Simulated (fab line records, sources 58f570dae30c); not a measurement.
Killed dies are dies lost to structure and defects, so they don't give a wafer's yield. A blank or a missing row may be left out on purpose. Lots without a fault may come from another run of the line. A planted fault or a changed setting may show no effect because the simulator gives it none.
Which tool did it? | flow berkeley_cmos170 | 14 lots, 42 wafers sampled, at 4 steps of a route of 331

WHAT THE GAUGES READ, wafer by wafer
UCB170_PWELL_THK_MEAS_03. Usual: PWELL_OXIDE_THK 26.5 nm, standard deviation 0.58.
lot  | measured    | on            | PWELL_OXIDE_THK (nm) | flag
L744 | day 3 13:40 | film_metro-02 | 26.1 26.7 26.3       |
L743 | day 3 13:39 | film_metro-04 | 26.1 25.3 25.9       |
L745 | day 3 13:39 | film_metro-03 | 26.1 26.5 26.3       |
L746 | day 3 13:43 | film_metro-04 | 26.4 26.6 26.3       |
L748 | day 4 07:23 | film_metro-04 | 25.6 26.2 26.4       |
L749 | day 4 18:04 | film_metro-04 | 26.2 25.9 25.9       |
L750 | day 4 18:04 | film_metro-03 | 27.4 27.5 27.5       |
L753 | day 5 09:50 | film_metro-03 | 27.3 27.5 27.6       |
L760 | day 6 16:48 | film_metro-03 | 26.1 25.8 25.9       |
L762 | day 7 06:10 | film_metro-03 | 27.0 26.9 27.2       |
L764 | day 7 06:10 | film_metro-04 | 26.9 26.4 26.4       |
L765 | day 7 19:24 | film_metro-03 | 26.5 25.9 26.3       |

UCB170_PWELL_OVL_MEAS_13. Usual: PWELL_OVL -2 nm, standard deviation 5.6.
lot  | measured    | on         | PWELL_OVL (nm) | flag
L744 | day 4 01:39 | overlay-02 | 2 -4 -6        |
L743 | day 4 02:07 | overlay-01 | 6 10 3         |
L745 | day 4 01:55 | overlay-01 | -10 -2 -5      |
L746 | day 4 02:22 | overlay-02 | -7 -4 -3       |
L748 | day 4 15:19 | overlay-02 | -6 -1 1        |
L749 | day 5 03:44 | overlay-02 | -6 -1 -6       |
L750 | day 5 04:28 | overlay-01 | 3 13 9         |
L753 | day 5 21:32 | overlay-02 | 2 2 1          |
L760 | day 7 02:32 | overlay-01 | -2 -2 -5       |
L762 | day 7 15:52 | overlay-02 | -1 8 7         |
L764 | day 7 15:28 | overlay-02 | -5 -3 -10      |
L765 | day 8 02:55 | overlay-01 | 10 10 11       |

UCB170_FIELD_THK_MEAS_90. Usual: FIELD_OXIDE_LEFT_1_THK 448 nm, standard deviation 10.
lot  | measured     | on            | FIELD_OXIDE_LEFT_1_THK (nm) | flag
L744 | day 6 07:02  | film_metro-02 | 462 457 475                 |
L743 | day 6 07:02  | film_metro-03 | 456 457 459                 |
L745 | day 6 07:02  | film_metro-04 | 461 464 462                 |
L746 | day 6 07:05  | film_metro-04 | 451 451 454                 |
L748 | day 6 22:59  | film_metro-03 | 445 444 428                 |
L749 | day 7 04:53  | film_metro-03 | 456 456 454                 |
L750 | day 7 04:53  | film_metro-04 | 449 448 449                 |
L753 | day 7 21:29  | film_metro-04 | 430 422 431                 |
L760 | day 9 04:17  | film_metro-03 | 440 439 421                 |
L762 | day 9 17:08  | film_metro-03 | 457 450 453                 |
L764 | day 9 17:05  | film_metro-04 | 467 465 465                 |
L765 | day 10 09:55 | film_metro-03 | 449 449 447                 |

WHICH TOOL RAN EACH LOT (tool, then ch and the chambers of the sampled wafers, then the start)
lot  | UCB170_NWELL_EXPOSE_09
L744 | krf_scanner-01 ch 0, day 2 21:44
L743 | krf_scanner-01 ch 0, day 2 21:50
L745 | krf_scanner-02 ch 0, day 3 06:01
L746 | krf_scanner-01 ch 0, day 3 06:16
L748 | krf_scanner-02 ch 0, day 3 21:58
L749 | krf_scanner-01 ch 0, day 4 06:15
L750 | krf_scanner-01 ch 0, day 4 08:49
L753 | krf_scanner-01 ch 0, day 4 20:29
L756 | krf_scanner-01, day 5 12:57
L757 | krf_scanner-02, day 5 13:10
L760 | krf_scanner-01 ch 0, day 6 08:59
L762 | krf_scanner-02 ch 0, day 6 19:43
L764 | krf_scanner-02 ch 0, day 6 19:50
L765 | krf_scanner-01 ch 0, day 7 10:25
- UCB170_NWELL_EXPOSE_09: exposes mask NWELL, target cd 3000 nm.

WHAT THE TOOLS THEMSELVES READ (means of the sampled wafers that have a number; where no wafer has one, the mark that the record gives instead)
UCB170_NWELL_EXPOSE_09. Usual: exposure_dose_mJ_cm2 25.002, standard deviation 0.026; focus_offset_nm 0.1 nm, standard deviation 0.54; reticle_temp_C 23.01 C, standard deviation 0.11; stage_vel_mm_s 500.02 mm/s, standard deviation 0.28.
lot  | tool           | exposure_dose_mJ_cm2 | focus_offset_nm (nm) | reticle_temp_C (C) | stage_vel_mm_s (mm/s) | flag
L744 | krf_scanner-01 | 25.010               | 0.3                  | 22.99              | 499.87                |
L743 | krf_scanner-01 | 25.018               | -0.2                 | 23.00              | 499.66                |
L745 | krf_scanner-02 | 24.978               | 0.5                  | 23.15              | 500.16                |
L746 | krf_scanner-01 | 25.022               | 0.1                  | 23.12              | 499.90                |
L748 | krf_scanner-02 | 24.987               | -0.1                 | 22.90              | 500.00                |
L749 | krf_scanner-01 | 24.953               | -0.6                 | 22.86              | 500.06                |
L750 | krf_scanner-01 | 24.988               | -0.0                 | 22.95              | 500.18                |
L753 | krf_scanner-01 | 25.016               | 0.5                  | 23.04              | 499.66                |
L756 | krf_scanner-01 | -                    | -                    | -                  | -                     | OFF
L757 | krf_scanner-02 | -                    | -                    | -                  | -                     | OFF
L760 | krf_scanner-01 | 25.024               | 0.3                  | 22.93              | 500.07                |
L762 | krf_scanner-02 | 25.023               | -0.2                 | 23.05              | 500.39                |
L764 | krf_scanner-02 | 25.025               | -0.0                 | 22.96              | 500.08                |
L765 | krf_scanner-01 | 25.017               | -0.0                 | 22.95              | 500.19                |

THE ANSWER, worked out from the rows above alone
Rule: a lot is off if the mean of its wafers that have a number lies more than 3 standard deviations from the usual mean. A lot without any number at a reading at which 4 lots or more have one is off too. The other lots that the step has rows for count as sound. The gauges are gone through in route order, then the tools' own readings, and for those a lot's mean is taken as printed above. The first step at which some lot is off is used, and at that step the reading that is off furthest; a lot without a number counts as furthest.
Off: L756, L757, at UCB170_NWELL_EXPOSE_09 (exposure_dose_mJ_cm2). Without a number there: L756, L757.
A tool fits if, at that step or a process step before it, it ran every lot that is off, and no sound lot after the first of them. None of those tried fits.

WHAT THE SIMULATOR HAD PUT IN
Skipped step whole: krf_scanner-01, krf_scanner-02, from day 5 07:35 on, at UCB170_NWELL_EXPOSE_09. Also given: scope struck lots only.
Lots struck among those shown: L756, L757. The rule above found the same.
